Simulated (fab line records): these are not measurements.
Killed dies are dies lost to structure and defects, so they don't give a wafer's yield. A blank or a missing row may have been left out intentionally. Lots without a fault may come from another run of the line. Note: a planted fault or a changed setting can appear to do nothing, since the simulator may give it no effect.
Which tool did it? -- flow rit_cmos -- 7 lots, 21 wafers sampled, at 1 step of a route of 202

## WHAT THE GAUGES READ, wafer by wafer
RIT_NSD_OVL_MEAS_06.
lot,measured,on,NSD_OVL (nm)
L588,day 3 08:02,overlay-01,0.9 2.0 0.4
L590,day 3 18:04,overlay-02,-0.1 0.7 -0.2
L592,day 4 05:16,overlay-01,0.0 0.3 -0.3
L598,day 5 12:48,overlay-02,-1.0 -0.1 2.1
L603,day 6 19:23,overlay-01,-2.2 -0.5 -1.9
L606,day 7 03:56,overlay-02,0.5 -1.0 -1.1
L610,day 7 20:16,overlay-01,0.6 0.3 -0.2

## WHICH TOOL RAN EACH LOT (tool, then ch and the chambers of the sampled wafers, then the start)
No process step before these readings appears in the record.

## THE ANSWER, worked out from the rows above alone
Rule: what is usual is taken from the lots themselves. The widest of any qualifying gaps counts: lots, ordered by their means at a reading, are off when they make up no more than a third of the lots, leave a main group of 4 or more, and stand apart from it by 3 or more times the standard deviation of that group's means. The tables above print the reading to a certain number of digits; a main group whose means all agree to those digits is not used. Also off: a lot with no number at a reading for which 4 or more lots have one. Any other lot the step has rows for is counted as sound.
No lot is off at any reading shown: from this, nothing can be told.

## WHAT THE SIMULATOR HAD PUT IN
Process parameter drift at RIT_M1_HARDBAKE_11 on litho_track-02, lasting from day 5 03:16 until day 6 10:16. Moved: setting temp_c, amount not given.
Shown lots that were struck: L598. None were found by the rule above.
